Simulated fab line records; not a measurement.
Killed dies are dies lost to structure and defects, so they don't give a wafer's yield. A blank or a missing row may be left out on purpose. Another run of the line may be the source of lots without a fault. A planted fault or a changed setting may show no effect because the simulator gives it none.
Which of the tools did it? | flow ritCmos | 14 lots with 42 wafers sampled at 3 steps, on a route of 202 steps

== WHAT EACH GAUGE READ, for each wafer ==
RIT_NWELL_TW_MEAS_10. Usual: NWELL_TW typically reads 2148, with standard deviation 15.
lot  | measured    | on           | NWELL_TW       | flag
L420 | day 2 05:59 | filmMetro-04 | 2119 2117 2123 | 
L421 | day 2 06:16 | filmMetro-01 | 2157 2161 2155 | 
L422 | day 2 14:14 | filmMetro-04 | 2121 2125 2117 | 
L423 | day 2 15:36 | filmMetro-02 | 2120 2136 2141 | 
L424 | day 2 19:35 | filmMetro-04 | 2128 2131 2122 | 
L425 | day 3 01:16 | filmMetro-02 | 2153 2162 2152 | 
L426 | day 3 06:08 | filmMetro-02 | 2154 2153 2149 | 
L429 | day 3 20:21 | filmMetro-01 | 2167 2163 2166 | 
L430 | day 4 00:43 | filmMetro-01 | 2345 2345 2342 | OFF
L432 | day 4 10:41 | filmMetro-01 | 2148 2162 2150 | 
L433 | day 4 15:34 | filmMetro-04 | 2316 2315 2318 | OFF
L437 | day 5 13:58 | filmMetro-02 | 2152 2158 2142 | 
L441 | day 6 09:28 | filmMetro-01 | 2148 2167 2157 | 
L442 | day 6 14:29 | filmMetro-01 | 2136 2156 2159 | 

RIT_WELLDRIVE_RS_MEAS_01: a four-point-probe measurement. Usual: NWELL_RS typically reads 275.6 ohm/sq, with standard deviation 0.78.
lot  | measured    | on           | NWELL_RS (ohm/sq) | flag
L420 | day 2 15:07 | filmMetro-04 | 275.6 275.2 274.7 | 
L421 | day 2 15:08 | filmMetro-01 | 275.6 275.5 275.2 | 
L422 | day 2 21:28 | filmMetro-04 | 276.9 276.5 276.4 | 
L423 | day 2 23:56 | filmMetro-04 | 276.6 275.8 274.9 | 
L424 | day 3 04:54 | filmMetro-01 | 276.3 275.8 276.3 | 
L425 | day 3 08:05 | filmMetro-02 | 275.5 274.5 274.7 | 
L426 | day 3 14:47 | filmMetro-02 | 276.5 277.6 277.1 | 
L429 | day 4 03:40 | filmMetro-01 | 275.1 273.5 273.8 | 
L430 | day 4 09:26 | filmMetro-04 | 235.5 234.9 235.3 | OFF
L432 | day 4 18:11 | filmMetro-01 | 276.4 275.3 275.7 | 
L433 | day 4 23:02 | filmMetro-01 | 235.6 235.2 235.0 | OFF
L437 | day 5 21:17 | filmMetro-04 | 276.1 276.3 275.6 | 
L441 | day 6 17:11 | filmMetro-01 | 274.7 275.6 274.9 | 
L442 | day 6 22:19 | filmMetro-04 | 275.5 275.2 274.7 | 

== WHAT TOOL EACH LOT RAN ON (gives the tool, then ch and the chambers of the sampled wafers, and finally the start) ==
lot  | RIT_NWELL_IMPLANT_08
L420 | implanter-04 ch 0, day 2 05:41
L421 | implanter-01 ch 0, day 2 05:59
L422 | implanter-02 ch 0, day 2 13:57
L423 | implanter-04 ch 0, day 2 15:16
L424 | implanter-04 ch 0, day 2 19:07
L425 | implanter-02 ch 0, day 3 00:56
L426 | implanter-04 ch 0, day 3 05:50
L429 | implanter-01 ch 0, day 3 20:02
L430 | implanter-01 ch 0, day 4 00:23
L432 | implanter-02 ch 0, day 4 10:22
L433 | implanter-01 ch 0, day 4 15:16
L437 | implanter-04 ch 0, day 5 13:39
L441 | implanter-02 ch 0, day 6 09:09
L442 | implanter-04 ch 0, day 6 14:13
- RIT_NWELL_IMPLANT_08

== AS READ BY THE TOOLS THEMSELVES (means over the sampled wafers that have a number; for cases with no such wafer, the mark the record gives instead) ==
RIT_NWELL_IMPLANT_08. Usual: doseIonsCm2 4.999e+13, standard deviation 5.7e+10; faradayCurrentUA 159, standard deviation 3.2.
lot  | tool         | doseIonsCm2 | faradayCurrentUA | flag
L420 | implanter-04 | 4.997e+13   | 159              | 
L421 | implanter-01 | 5.001e+13   | 158              | 
L422 | implanter-02 | 4.995e+13   | 156              | 
L423 | implanter-04 | 5.003e+13   | 158              | 
L424 | implanter-04 | 4.999e+13   | 157              | 
L425 | implanter-02 | 5.006e+13   | 158              | 
L426 | implanter-04 | 5.000e+13   | 161              | 
L429 | implanter-01 | 5.000e+13   | 158              | 
L430 | implanter-01 | 6.498e+13   | 206              | OFF
L432 | implanter-02 | 5.005e+13   | 160              | 
L433 | implanter-01 | 6.505e+13   | 206              | OFF
L437 | implanter-04 | 4.995e+13   | 157              | 
L441 | implanter-02 | 4.998e+13   | 160              | 
L442 | implanter-04 | 5.003e+13   | 160              | 

== THE ANSWER, worked out from the rows above alone ==
Rule: a lot counts as off when the mean over its wafers that have a number is more than 3 standard deviations away from the usual mean. Also off: a lot with no number at a reading for which 4 or more lots have one. Any other lot the step has rows for is counted as sound. The gauges are gone through in route order, then the tools' own readings, and for those a lot's mean is taken as printed above. At the first step where some lot is off, the reading lying furthest off is the one used; lots without a number count as furthest.
Off: at RIT_NWELL_TW_MEAS_10 (NWELL_TW), L430, L433.
A tool fits if, at a process step before that reading, it ran every lot that is off, and no sound lot after the first of them. The gauges at RIT_NWELL_TW_MEAS_10 aren't tried: what is off there is off at RIT_NWELL_IMPLANT_08 too, on other tools, and a gauge's error can't cause that. One fits: RIT_NWELL_IMPLANT_08 on implanter-01. A fault onset in the window from L429 (day 3 20:02, its last sound lot) to L430 (day 4 00:23, its first lot off) fits.
The tool's own readings at RIT_NWELL_IMPLANT_08 bear it out: on the lots that are off they differ by more than 5 times the standard deviation of the sound lots' means. doseIonsCm2 reads 6.502e+13 there against 5.000e+13 on the sound lots; faradayCurrentUA reads 206 there against 158 on the sound lots.

== WHAT THE SIMULATOR HAD PUT IN ==
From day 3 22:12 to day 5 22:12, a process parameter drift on implanter-01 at RIT_NWELL_IMPLANT_08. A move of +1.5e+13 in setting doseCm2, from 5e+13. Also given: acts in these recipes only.
Shown lots that were struck: L430, L433. The rule given above showed the same thing.
